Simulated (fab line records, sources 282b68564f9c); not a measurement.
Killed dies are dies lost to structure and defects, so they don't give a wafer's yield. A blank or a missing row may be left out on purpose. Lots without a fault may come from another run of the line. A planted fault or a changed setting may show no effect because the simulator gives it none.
A struck lot beside a sound one | flow rit_cmos | 20 steps out of a route of 202
Sound: wafers L830.1, L830.2, L830.5. Struck: wafers L832.1, L832.3, L832.5. The cause comes at the end.
At each step with rows: each side's tool, then ch and its chambers, then its first start. Under that, the readings that differ: sound wafers | struck wafers | difference of the means | sigmas: that difference in standard deviations of wafers without a fault.
alike: readings whose means differ by less than 2 such deviations, and words and numbers that are the same on both sides. not compared: withheld readings, readings that some wafer has no value for, bounds like >300 that may hide the same value, and numbers for which the record gives no deviation and whose values overlap.
The two part at a step that has a row with sigmas, a row that says differs or no value, or rows on one side only. Numbers that don't overlap but have no deviation are shown without sigmas and don't part them. A reading that every wafer of one side lacks parts them only if that side has two wafers or more.

first, 2 steps without rows for these wafers: RIT_NWELL_HARDBAKE_07 (time 120 s); RIT_NWELL_IMPLANT_08.
RIT_NWELL_STRIP_09: strips in O2, time 180 s.
  sound on plasma_asher-04 ch 0,1, day 3 00:16; struck on plasma_asher-04 ch 0,1, day 3 10:05
  alike: drypump_motor_current_A, rf_refl_power_W
  not compared: rf_hours_counter_h
RIT_NWELL_TW_MEAS_10:
  sound on film_metro-02, day 3 00:27; struck on film_metro-04, day 3 10:15
  alike: NWELL_TW
then, 2 steps without rows for these wafers: RIT_PWELL_HMDS_00 (prime time 60 s); RIT_PWELL_COAT_01 (resist thk 1300 nm).
RIT_PWELL_SOFTBAKE_02: time 61.77 s.
  sound on litho_track-03 ch 0, day 3 00:49; struck on litho_track-03 ch 0, day 3 10:37
  alike: plate_sensor_t_centre_C, plate_sensor_t_edge_C
then, 3 steps without rows for these wafers: RIT_PWELL_EXPOSE_03 (exposes mask M3, target cd 43700 nm); RIT_PWELL_PEB_04; RIT_PWELL_DEVELOP_05 (develop time 68 s).
RIT_PWELL_OVL_MEAS_06:
  sound on overlay-01, day 3 01:31; struck on overlay-01, day 3 11:11
  alike: PWELL_OVL
then, 1 step without rows for these wafers: RIT_PWELL_HARDBAKE_07 (time 120 s).
RIT_PWELL_IMPLANT_08:
  sound on implanter-02 ch 0, day 3 01:48; struck on implanter-02 ch 0, day 3 11:29
  reading                   | sound                | struck               | difference | sigmas
  beam_energy_keV           | 169.97 169.99 169.97 | 220.91 220.94 220.92 | +50.95     | +99 or more
  model.implant.rp_nm (nm)  | 471.8 471.8 471.8    | 568.7 568.7 568.7    | +96.9      |
  model.implant.drp_nm (nm) | 102.9 102.9 102.9    | 111.6 111.6 111.6    | +8.7       |
RIT_PWELL_STRIP_09: strips in O2, time 180 s.
  sound on plasma_asher-04 ch 0,1, day 3 01:57; struck on plasma_asher-02 ch 1, day 3 11:38
  reading                     | sound       | struck      | difference | sigmas
  drypump_motor_current_A (A) | 5.7 5.3 5.7 | 6.7 6.6 6.6 | +1.1       | +3
  alike: rf_refl_power_W
  not compared: rf_hours_counter_h
RIT_PWELL_TW_MEAS_10:
  sound on film_metro-01, day 3 02:07; struck on film_metro-04, day 3 11:49
  alike: PWELL_TW
then, 1 step without rows for these wafers: RIT_WELLDRIVE_ANNEAL_00 (time 14700 s).
RIT_WELLDRIVE_RS_MEAS_01: measures by four-point-probe.
  sound on film_metro-02, day 3 08:52; struck on film_metro-02, day 3 16:57
  reading           | sound             | struck            | difference | sigmas
  NWELL_RS (ohm/sq) | 276.4 276.0 276.5 | 275.0 274.8 275.0 | -1.4       | -2
RIT_WELLDRIVE_RS_MEAS_02: measures by four-point-probe.
  sound on film_metro-02, day 3 08:59; struck on film_metro-02, day 3 17:04
  reading           | sound             | struck            | difference | sigmas
  PWELL_RS (ohm/sq) | 428.4 427.7 427.1 | 417.5 418.6 418.0 | -9.7       | -8
then, 1 step without rows for these wafers: RIT_NRETRO_HMDS_00 (prime time 60 s).
RIT_M1_PROBE_99:
  sound on prober-02, day 4 17:11; struck on prober-02, day 4 23:02
  reading                             | sound             | struck            | difference | sigmas
  model.etest.nmos_0p3.r_on_ohm_um    | 2181 2200 2196    | 2091 2110 2086    | -97        |
  model.etest.nmos_0p15.r_on_ohm_um   | 1149 1146 1182    | 1107 1075 1076    | -73        |
  model.etest.nmos_turned.drive_ua_um | 302.5 310.2 302   | 333.6 332 341.6   | +30.8      |
  model.etest.nmos_0p15.drive_ua_um   | 454 461.2 447.2   | 485.5 484.8 492.9 | +33.6      |
  model.etest.pwell_pinched.rs_ohm_sq | 462.6 458.2 465.3 | 440.4 435.3 444.1 | -22.1      |
  model.etest.nmos_0p3.drive_ua_um    | 220.9 222.3 219.6 | 235.8 234.8 235.8 | +14.5      |
  model.etest.pwell.rs_ohm_sq         | 413.6 413.7 412.7 | 399 399.7 400.7   | -14        |
  model.etest.nmos_narrow.drive_ua_um | 221.6 223.1 221.8 | 232.9 228.7 228.5 | +7.9       |
  alike: killed_at_front_end, killed_dies, killed_open, killed_short

WHERE THEY PART
First at RIT_PWELL_IMPLANT_08; last, within this record, at RIT_WELLDRIVE_RS_MEAS_02. Later steps at which nothing parts them and some readings are alike: RIT_M1_PROBE_99.

WHY: what the simulator had put in
Process parameter drift: implanter-02, from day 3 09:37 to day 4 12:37, at RIT_PWELL_IMPLANT_08. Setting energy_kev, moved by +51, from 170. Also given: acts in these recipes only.
